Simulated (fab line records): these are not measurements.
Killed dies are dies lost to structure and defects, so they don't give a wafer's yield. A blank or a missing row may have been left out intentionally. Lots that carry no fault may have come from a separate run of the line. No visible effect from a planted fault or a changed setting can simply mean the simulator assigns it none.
Split-lot study ; flow ritCmos ; on a route of 202 steps: 5 lots, 23 wafers read

## THE SPLIT ITSELF
At RIT_ACTIVE_CVD_03 (deposits Si3N4 from SiH2Cl2/NH3, target thk 150 nm, time 1500 s), the setting timeS was moved away from the recipe's 1500 s on 10 of the 23 wafers read, by -14.9% to -6.7%. All remaining wafers had this setting at the recipe value.

## FROM THE SPLIT TO THE READING: what the file shows between them, 6 steps
- RIT_ACTIVE_THK_MEAS_04
- RIT_ACTIVE_COAT_06: resist thk 1000 nm (also split here: spinRpm)
- RIT_ACTIVE_SOFTBAKE_07: time 60 s
- RIT_ACTIVE_EXPOSE_08: exposes mask M1, target cd 1400 nm
- RIT_ACTIVE_DEVELOP_10: develop time 50 s
- RIT_ACTIVE_HARDBAKE_12: time 60 s

## THE READING
oesProductAu, in a.u., at RIT_ACTIVE_ETCH_13 (etches Si3N4 in SF6, stops on SiO2, time 210 s, target depth 210 nm). Typical for fault-free wafers on this fab line: 0.818 a.u., with standard deviation 0.013 a.u.

wafer;tool, chamber at the split;timeS as run, s;against the recipe;oesProductAu, a.u.;against lot-mates on the recipe
L074.2;-, -;1500;recipe;0.821;-
L074.3;-, -;1500;recipe;0.814;-
L074.4;-, -;1500;recipe;0.820;-
L074.5;-, -;1500;recipe;0.818;-
L074.6;-, -;1500;recipe;0.838;-
L076.1;-, -;1276;-14.9%;0.746;no lot-mate on the recipe
L076.2;-, -;1276;-14.9%;0.752;no lot-mate on the recipe
L076.3;-, -;1276;-14.9%;0.734;no lot-mate on the recipe
L076.4;-, -;1276;-14.9%;0.743;no lot-mate on the recipe
L076.5;-, -;1276;-14.9%;0.730;no lot-mate on the recipe
L077.1;-, -;1399;-6.7%;0.793;no lot-mate on the recipe
L077.2;-, -;1399;-6.7%;0.804;no lot-mate on the recipe
L077.4;-, -;1399;-6.7%;0.775;no lot-mate on the recipe
L077.5;-, -;1399;-6.7%;0.775;no lot-mate on the recipe
L077.6;-, -;1399;-6.7%;0.792;no lot-mate on the recipe
L082.1;lpcvd-02, 0;1500;recipe;0.821;-
L082.2;lpcvd-02, 0;1500;recipe;0.827;-
L082.3;lpcvd-02, 0;1500;recipe;0.807;-
L083.1;-, -;1500;recipe;0.825;-
L083.3;-, -;1500;recipe;0.814;-
L083.4;-, -;1500;recipe;0.808;-
L083.5;-, -;1500;recipe;0.815;-
L083.6;-, -;1500;recipe;0.822;-

FIT RESULTS
A straight line over all 23 wafers: oesProductAu changes by +0.00519 a.u. for each +1% of timeS; r = +0.96; the points scatter about the line by 0.0093 a.u.
Too few moved wafers have a lot-mate on the recipe to fit a line with each lot's own level taken away.

## THE WHOLE CHAIN: every reading that the file lists as answering this split, in the file's order
step;what it does;reading;change (the file's fit);r (the file's)
RIT_ACTIVE_CVD_03;deposits Si3N4 from SiH2Cl2/NH3, target thk 150 nm, time 1500 s;Si3N4_of_ACTIVE_CVD_03.thkNm (the simulator's own value, which no gauge read);+1.71 nm for each +1% of the setting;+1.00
RIT_ACTIVE_THK_MEAS_04;;ACTIVE_NITRIDE_THK;+1.71 for each +1% of the setting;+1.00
RIT_ACTIVE_ETCH_13;etches Si3N4 in SF6, stops on SiO2, time 210 s, target depth 210 nm;oesProductAu;+0.0052 a.u. for each +1% of the setting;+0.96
RIT_ACTIVE_ETCH_13;etches Si3N4 in SF6, stops on SiO2, time 210 s, target depth 210 nm;ACTIVE.featureDepthNm (the simulator's own value, which no gauge read);+1.73 nm for each +1% of the setting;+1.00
RIT_ACTIVE_ETCH_13;etches Si3N4 in SF6, stops on SiO2, time 210 s, target depth 210 nm;etch.depthNm (the simulator's own value, which no gauge read);+1.71 nm for each +1% of the setting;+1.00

## FILE'S OWN FIT
oesProductAu changes by +0.0052 a.u. for each +1% of timeS, r = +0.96.
